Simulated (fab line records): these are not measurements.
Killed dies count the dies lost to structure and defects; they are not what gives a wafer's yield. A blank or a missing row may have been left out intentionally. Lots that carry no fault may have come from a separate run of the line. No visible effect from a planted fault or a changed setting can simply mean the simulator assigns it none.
Which tool did it? + flow berkeley cmos170 + Sampling: 15 lots, 45 wafers, 4 of 331 route steps

== WHAT THE GAUGES SHOWED, per wafer ==
UCB170_SILICIDE_RS_MEAS_02: a four-point-probe measurement. Usual: SILICIDE_TI_RS 24.8 ohm/sq, standard deviation 0.41.
| lot  | measured     | on            | SILICIDE_TI_RS (ohm/sq) | flag |
|------|--------------|---------------|-------------------------|------|
| L866 | day 7 11:43  | film metro-03 | 24.5 24.3 24.3          |      |
| L868 | day 7 21:07  | film metro-04 | 25.0 25.3 24.8          |      |
| L870 | day 8 04:40  | film metro-04 | 24.5 24.1 25.0          |      |
| L875 | day 8 13:15  | film metro-03 | 25.0 24.9 24.5          |      |
| L872 | day 8 13:43  | film metro-04 | 25.1 24.8 25.2          |      |
| L876 | day 9 02:01  | film metro-02 | 25.1 25.4 25.1          |      |
| L878 | day 9 02:08  | film metro-04 | 25.0 24.6 24.7          |      |
| L877 | day 9 02:40  | film metro-04 | 24.8 24.6 24.4          |      |
| L880 | day 10 05:11 | film metro-04 | 24.5 24.8 24.8          |      |
| L883 | day 10 05:22 | film metro-04 | 23.7 24.5 24.4          |      |
| L886 | day 10 20:55 | film metro-03 | 24.4 24.9 24.5          |      |
| L885 | day 10 21:24 | film metro-04 | 25.0 25.5 25.3          |      |
| L887 | day 10 21:48 | film metro-03 | 24.6 24.6 24.4          |      |
| L888 | day 11 08:25 | film metro-04 | 25.1 25.3 25.0          |      |
| L889 | day 11 14:47 | film metro-04 | 24.5 24.4 24.8          |      |

== WHAT TOOL EACH LOT RAN ON (gives the tool, then ch and the chambers of the sampled wafers, and finally the start) ==
| lot  | UCB170_BACKSIDE_CLEAN_04        | UCB170_SDANNEAL_RTA_00           | UCB170_SILICIDE_SPUTTER_01   |
|------|---------------------------------|----------------------------------|------------------------------|
| L866 | wet bench-03 ch 0, day 7 10:49  | rtp anneal-02 ch 0, day 7 11:00  | pvd sputter-01, day 7 11:40  |
| L868 | wet bench-04 ch 3, day 7 20:13  | rtp anneal-01 ch 0, day 7 20:24  | pvd sputter-01, day 7 21:04  |
| L870 | wet bench-03 ch 2, day 8 03:46  | rtp anneal-02 ch 0, day 8 03:58  | pvd sputter-04, day 8 04:38  |
| L875 | wet bench-03 ch 0, day 8 12:19  | rtp anneal-02 ch 0, day 8 12:32  | pvd sputter-04, day 8 13:12  |
| L872 | wet bench-04 ch 2, day 8 12:49  | rtp anneal-02 ch 0, day 8 13:01  | pvd sputter-03, day 8 13:40  |
| L876 | wet bench-03 ch 0, day 9 01:07  | rtp anneal-02 ch 0, day 9 01:19  | pvd sputter-03, day 9 01:59  |
| L878 | wet bench-04 ch 3, day 9 01:14  | rtp anneal-01 ch 0, day 9 01:25  | pvd sputter-01, day 9 02:05  |
| L877 | wet bench-03 ch 3, day 9 01:44  | rtp anneal-02 ch 0, day 9 01:57  | pvd sputter-04, day 9 02:36  |
| L880 | wet bench-03 ch 3, day 10 04:17 | rtp anneal-01 ch 0, day 10 04:28 | pvd sputter-04, day 10 05:08 |
| L883 | wet bench-03 ch 0, day 10 04:17 | rtp anneal-01 ch 0, day 10 04:36 | pvd sputter-04, day 10 05:16 |
| L886 | wet bench-01 ch 3, day 10 19:51 | rtp anneal-02 ch 0, day 10 20:02 | pvd sputter-04, day 10 20:50 |
| L885 | wet bench-03 ch 3, day 10 20:23 | rtp anneal-02 ch 0, day 10 20:35 | pvd sputter-03, day 10 21:21 |
| L887 | wet bench-03 ch 3, day 10 20:54 | rtp anneal-01 ch 0, day 10 21:05 | pvd sputter-04, day 10 21:45 |
| L888 | wet bench-04 ch 2, day 11 07:31 | rtp anneal-02 ch 0, day 11 07:42 | pvd sputter-03, day 11 08:22 |
| L889 | wet bench-03 ch 0, day 11 13:37 | rtp anneal-01 ch 0, day 11 14:02 | pvd sputter-03, day 11 14:46 |
- UCB170_BACKSIDE_CLEAN_04: cleans in SPM, time 600 s.
- UCB170_SDANNEAL_RTA_00: time 10 s.
- UCB170_SILICIDE_SPUTTER_01: material Ti, target thk 30 nm, time 26.09 s.

== AS READ BY THE TOOLS THEMSELVES (means over the sampled wafers that have a number; for cases with no such wafer, the mark the record gives instead) ==
UCB170_BACKSIDE_CLEAN_04. Usual: bath guard temp C 120.0 C, standard deviation 0.47; bath heat duty pct 13.9 %, standard deviation 1.3.
| lot  | tool         | bath guard temp C (C) | bath heat duty pct (%) | flag |
|------|--------------|-----------------------|------------------------|------|
| L866 | wet bench-03 | 120.6                 | 13.6                   |      |
| L868 | wet bench-04 | 119.4                 | 14.1                   |      |
| L870 | wet bench-03 | 120.0                 | 12.4                   |      |
| L875 | wet bench-03 | 120.6                 | 13.5                   |      |
| L872 | wet bench-04 | 120.2                 | 15.3                   |      |
| L876 | wet bench-03 | -                     | -                      | OFF  |
| L878 | wet bench-04 | -                     | -                      | OFF  |
| L877 | wet bench-03 | -                     | -                      | OFF  |
| L880 | wet bench-03 | 119.9                 | 14.6                   |      |
| L883 | wet bench-03 | 120.7                 | 13.8                   |      |
| L886 | wet bench-01 | 119.9                 | 11.2                   |      |
| L885 | wet bench-03 | 120.0                 | 13.8                   |      |
| L887 | wet bench-03 | 119.9                 | 14.4                   |      |
| L888 | wet bench-04 | 119.9                 | 15.4                   |      |
| L889 | wet bench-03 | 120.8                 | 14.1                   |      |

UCB170_SDANNEAL_RTA_00. Usual: lamp power pct 30.0 %, standard deviation 0.8; wafer_temp_C_max 903.3, standard deviation 1.
| lot  | tool          | lamp power pct (%) | wafer_temp_C_max | flag |
|------|---------------|--------------------|------------------|------|
| L866 | rtp anneal-02 | 30.9               | 902.4            |      |
| L868 | rtp anneal-01 | 29.3               | 904.0            |      |
| L870 | rtp anneal-02 | 30.9               | 902.1            |      |
| L875 | rtp anneal-02 | 30.9               | 902.5            |      |
| L872 | rtp anneal-02 | 30.9               | 902.8            |      |
| L876 | rtp anneal-02 | 30.9               | 902.5            |      |
| L878 | rtp anneal-01 | 29.3               | 904.1            |      |
| L877 | rtp anneal-02 | 30.9               | 902.7            |      |
| L880 | rtp anneal-01 | 29.3               | 904.4            |      |
| L883 | rtp anneal-01 | 29.3               | 904.1            |      |
| L886 | rtp anneal-02 | 30.9               | 902.8            |      |
| L885 | rtp anneal-02 | 30.9               | 902.5            |      |
| L887 | rtp anneal-01 | 29.3               | 903.2            |      |
| L888 | rtp anneal-02 | 30.9               | 902.3            |      |
| L889 | rtp anneal-01 | 29.3               | 903.5            |      |

UCB170_SILICIDE_SPUTTER_01. Usual: chamber pressure pa 0.5002 Pa, standard deviation 0.0011; throttle valve pct 30.2 %, standard deviation 0.78.
| lot  | tool           | chamber pressure pa (Pa) | throttle valve pct (%) | flag |
|------|----------------|--------------------------|------------------------|------|
| L866 | pvd sputter-01 | 0.5001                   | 29.5                   |      |
| L868 | pvd sputter-01 | 0.5001                   | 30.9                   |      |
| L870 | pvd sputter-04 | 0.5008                   | 30.3                   |      |
| L875 | pvd sputter-04 | 0.4993                   | 30.4                   |      |
| L872 | pvd sputter-03 | 0.5000                   | 29.6                   |      |
| L876 | pvd sputter-03 | 0.4999                   | 30.1                   |      |
| L878 | pvd sputter-01 | 0.5000                   | 30.6                   |      |
| L877 | pvd sputter-04 | 0.5003                   | 30.3                   |      |
| L880 | pvd sputter-04 | 0.4998                   | 30.3                   |      |
| L883 | pvd sputter-04 | 0.5015                   | 30.2                   |      |
| L886 | pvd sputter-04 | 0.4991                   | 29.8                   |      |
| L885 | pvd sputter-03 | 0.5008                   | 29.7                   |      |
| L887 | pvd sputter-04 | 0.4998                   | 29.8                   |      |
| L888 | pvd sputter-03 | 0.4995                   | 29.6                   |      |
| L889 | pvd sputter-03 | 0.4996                   | 29.6                   |      |

== THE ANSWER, worked out from the rows above alone ==
Rule: lot off if the mean of its wafers having a number is beyond 3 standard deviations from the usual mean. Also off: a lot with no number at a reading for which 4 or more lots have one. Any other lot the step has rows for is counted as sound. First the gauges in route order, then the tools' own readings, where a lot's mean is used as printed above. At the first step where some lot is off, the reading lying furthest off is the one used; lots without a number count as furthest.
Off at UCB170_BACKSIDE_CLEAN_04 (bath guard temp C): L876, L878, L877. Without a number there: L876, L878, L877.
If a tool, at that step or one of the process steps before it, ran each lot that is off and ran no sound lot following the first of them, it fits. No candidate that was tried fits.

== WHAT THE SIMULATOR HAD PUT IN ==
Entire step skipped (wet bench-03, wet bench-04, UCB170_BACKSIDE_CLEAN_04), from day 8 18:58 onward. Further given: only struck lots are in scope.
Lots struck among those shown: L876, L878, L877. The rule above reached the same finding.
